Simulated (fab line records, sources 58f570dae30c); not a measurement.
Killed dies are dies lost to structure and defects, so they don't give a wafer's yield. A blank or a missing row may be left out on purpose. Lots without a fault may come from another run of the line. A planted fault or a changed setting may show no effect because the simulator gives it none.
fab line records | flow berkeley_cmos170
record lots=15 wafers=45 last_day=12
route steps=331 shown PWELL@34
lots that met no fault: from a run of the same line without faults
start_h: hours from the record's first day to the start of the lot's first wafer shown | wait_h: hours since the lot's step before | " the same as in the row above | L1.1+2: a row that stands for several wafers | - no value, or no start given | * or withheld: withheld | < > ~ a bound
route shown NAME@n: a module of which the file shows steps, and the number in the route of the first | usual: mean/standard deviation of fault-free wafers | same: alike in all rows | chamber/n: place in a boat | sites: the reading at each site | _std_site: their standard deviation | _edge_site: outer sites' mean less inner sites' | radius_mm: how far each site lies from the wafer's centre | mask NAME#n: copy n | behind: the tool/chamber that last shaped the wafer | hold: why the lot was held/for how many hours/how that ended | device: the transistor (n, p or np) that didn't switch | end of line: the same wafers' tests at the end of the route | a step without rows: its recipe alone | killed: dies lost to structure and defects at the first sort, not the wafer's yield | map: a wafer's dies, x killed, . not, _ none there
set.NAME: the setting as run; set.NAME@STEP: as run at that earlier step | model.NAME: the simulator's own value behind a step, which no gauge read
steps of the route over a sample of lots; a table a step, a row a wafer
services: from which hour (start_h, from the record's first day; less than 0 if before it) a tool's chamber was out of use, for how many hours, and why
## steps
# step UCB170_PWELL_CLEAN_00
# recipe chemistry=SPM temp_c=120 time_s=600
# usual bath_guard_temp_C=120.0/0.48 bath_heat_duty_pct=13.5/1.3 time_s=600/0
# columns lot.wafer tool chamber start_h wait_h bath_guard_temp_C bath_heat_duty_pct time_s
L130.1 wet_bench-04 0 46.40 0.7 120.2 13.3 600
L130.2 " 0 " " 120.6 13.8 600
L130.6 " 0 " " 120.5 12.3 600
L131.1 wet_bench-04 3 46.71 0.0 119.5 13.1 600
L131.2 " 3 " " 119.8 13.6 600
L131.4 " 3 " " 119.9 13.7 600
L135.2 wet_bench-02 2 70.61 0.0 120.5 17.0 600
L135.5 " 2 " " 120.5 15.0 600
L135.6 " 2 " " 120.3 15.5 600
L137.1 wet_bench-04 0 84.13 0.7 120.3 14.5 600
L137.4 " 0 " " 120.4 14.4 600
L137.5 " 0 " " 120.5 13.1 600
L138.1 wet_bench-02 2 87.79 0.0 120.5 14.1 600
L138.3 " 2 " " 120.4 15.2 600
L138.5 " 2 " " 120.3 15.4 600
L139.1 wet_bench-02 3 87.79 0.0 120.0 12.8 600
L139.4 " 3 " " 119.9 12.2 600
L139.6 " 3 " " 119.7 12.3 600
L141.2 wet_bench-03 0 92.30 0.0 119.4 13.1 600
L141.3 " 0 " " 119.1 11.9 600
L141.5 " 0 " " 119.1 12.0 600
L140.1 wet_bench-04 0 92.92 0.0 120.2 14.3 600
L140.3 " 0 " " 120.7 13.3 600
L140.6 " 0 " " 120.6 13.8 600
L142.2 wet_bench-04 2 106.04 0.2 - - -
L142.3 " 2 " " - - -
L142.4 " 2 " " - - -
L143.3 wet_bench-04 3 106.04 0.2 - - -
L143.5 " 3 " " - - -
L143.6 " 3 " " - - -
L144.2 wet_bench-04 2 110.55 0.0 - - -
L144.4 " 2 " " - - -
L144.6 " 2 " " - - -
L146.1 wet_bench-03 0 122.80 1.6 119.1 11.4 600
L146.2 " 0 " " 119.1 13.2 600
L146.4 " 0 " " 119.4 13.4 600
L147.1 wet_bench-04 3 125.41 0.0 119.6 12.6 600
L147.3 " 3 " " 119.3 14.5 600
L147.6 " 3 " " 119.7 12.6 600
L151.3 wet_bench-02 1 147.90 0.0 119.6 10.3 600
L151.5 " 1 " " 119.6 12.2 600
L151.6 " 1 " " 119.5 11.5 600
L152.3 wet_bench-04 1 148.62 0.0 120.1 13.7 600
L152.4 " 1 " " 120.7 14.5 600
L152.5 " 1 " " 120.1 14.6 600
## services
# columns tool chamber start_h hours kind
wet_bench-04 - 100.91 4.4 pm
## key
first_sign step=UCB170_PWELL_CLEAN_00 reading=tool_record direction=missing
effect none on later readings
met_at UCB170_PWELL_CLEAN_00
struck_lots L142,L143,L144
tester_left_out L142,L143,L144
onset_between 92.92 106.04
fault kind=skipped_step_whole tool=wet_bench-04 chamber=- onset_h=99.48 steps=UCB170_PWELL_CLEAN_00 scope=struck_lots_only
# tester_left_out: of these lots the tester's yield and bins aren't shown, on N5 and GAA mostly nor the transistor test; their killed dies are dies lost to structure and defects alone, not to doping, threshold or leakage, so they don't give the yield
